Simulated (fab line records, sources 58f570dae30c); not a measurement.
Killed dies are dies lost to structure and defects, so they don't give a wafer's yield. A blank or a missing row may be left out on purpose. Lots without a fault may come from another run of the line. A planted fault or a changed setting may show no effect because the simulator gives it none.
A struck lot beside a sound one | flow berkeley_cmos170 | 17 steps out of a route of 331
Sound: wafers L623.4, L623.5, L623.6. Struck: wafers L617.1, L617.4, L617.6. The cause comes at the end.
At each step with rows: each side's tool, then ch and its chambers, then its first start. Under that, the readings that differ: sound wafers | struck wafers | difference of the means | sigmas: that difference in standard deviations of wafers without a fault.
alike: readings whose means differ by less than 2 such deviations, and words and numbers that are the same on both sides. not compared: withheld readings, readings that some wafer has no value for, bounds like >300 that may hide the same value, and numbers for which the record gives no deviation and whose values overlap.
The two part at a step that has a row with sigmas, a row that says differs or no value, or rows on one side only. Numbers that don't overlap but have no deviation are shown without sigmas and don't part them. A reading that every wafer of one side lacks parts them only if that side has two wafers or more.

first, 1 step without rows for these wafers: UCB170_CONTACT_SOFTBAKE_05 (time 60 s).
UCB170_CONTACT_STRIP_06: strips in O2.
  sound on plasma_asher-03 ch 0,1, day 8 14:30; struck on plasma_asher-02 ch 0,1, day 8 03:35
  reading                      | sound             | struck            | difference | sigmas
  strip_time_to_endpoint_s (s) | 21.86 21.93 21.94 | 22.11 22.11 22.12 | +0.20      | +3
  alike: drypump_motor_current_A, oes_product_au
  not compared: rf_hours_counter_h
then, 1 step without rows for these wafers: UCB170_CONTACT_CLEAN_07 (cleans in SPM, time 600 s).
UCB170_CONTACT_RTA_08: time 10 s.
  sound on rtp_anneal-01 ch 0, day 8 14:46; struck on rtp_anneal-02 ch 0, day 8 05:35
  reading            | sound          | struck         | difference | sigmas
  lamp_power_pct (%) | 24.8 24.7 24.8 | 27.8 27.9 27.9 | +3.1       | +2
  alike: wafer_temp_C_max
then, 6 steps without rows for these wafers: UCB170_CONTACT_COAT_09; UCB170_CONTACT_COAT_10 (resist thk 900 nm); UCB170_CONTACT_SOFTBAKE_11 (time 60 s); UCB170_CONTACT_EXPOSE_12 (exposes mask CONT, target cd 700 nm); UCB170_CONTACT_PEB_13; UCB170_CONTACT_DEVELOP_14 (develop time 45 s).
UCB170_CONTACT_CD_MEAS_15: target cd 700 nm.
  sound on cd_sem-01, day 8 16:13; struck on cd_sem-01, day 8 07:43
  alike: cd_nm
UCB170_CONTACT_OVL_MEAS_16:
  sound on overlay-02, day 8 16:17; struck on overlay-01, day 8 07:50
  alike: CONTACT_OVL
UCB170_CONTACT_ETCH_17: etches BARC in N2/H2.
  sound on rie_diel-02 ch 0,1,3, day 8 16:19; struck on rie_diel-04 ch 0,1,2, day 8 07:53
  no value came back on the struck wafers for any of 5 readings (bias_w (W), chamber_pressure_mTorr (mTorr) and others); on the sound wafers bias_w (W) reads 100.2 100.3 100.5
UCB170_CONTACT_ETCH_18: etches PSG in CHF3/CF4/Ar, stops on TiSi2, target depth 840 nm, time 195 s.
  sound on rie_diel-02 ch 0,1,3; struck on rie_diel-04 ch 0,1,2
  reading               | sound             | struck            | difference | sigmas
  oes_product_au (a.u.) | 0.903 0.913 0.895 | 0.381 0.391 0.372 | -0.522     | -37
  alike: CHF3_flow_sccm, cf4_flow_sccm, drypump_motor_current_A, mfc_ar_sccm, throttle_valve_pct
  not compared: rf_hours_counter_h
UCB170_CONTACT_STRIP_19: strips in O2.
  sound on plasma_asher-03 ch 0,1, day 8 16:31; struck on plasma_asher-02 ch 0, day 8 08:03
  alike: drypump_motor_current_A, oes_product_au
  not compared: rf_hours_counter_h
UCB170_CONTACT_CD_MEAS_90: target cd 700 nm.
  sound on cd_sem-01, day 8 16:38; struck on cd_sem-01, day 8 08:14
  reading    | sound             | struck | difference                    | sigmas
  cd_nm (nm) | 701.1 701.4 700.1 | - - -  | no value on the struck wafers |
then, 1 step without rows for these wafers: UCB170_CONTACT_CLEAN_20 (cleans in SPM, time 600 s).

WHERE THEY PART
First at UCB170_CONTACT_STRIP_06; last, within this record, at UCB170_CONTACT_CD_MEAS_90.

WHY: what the simulator had put in
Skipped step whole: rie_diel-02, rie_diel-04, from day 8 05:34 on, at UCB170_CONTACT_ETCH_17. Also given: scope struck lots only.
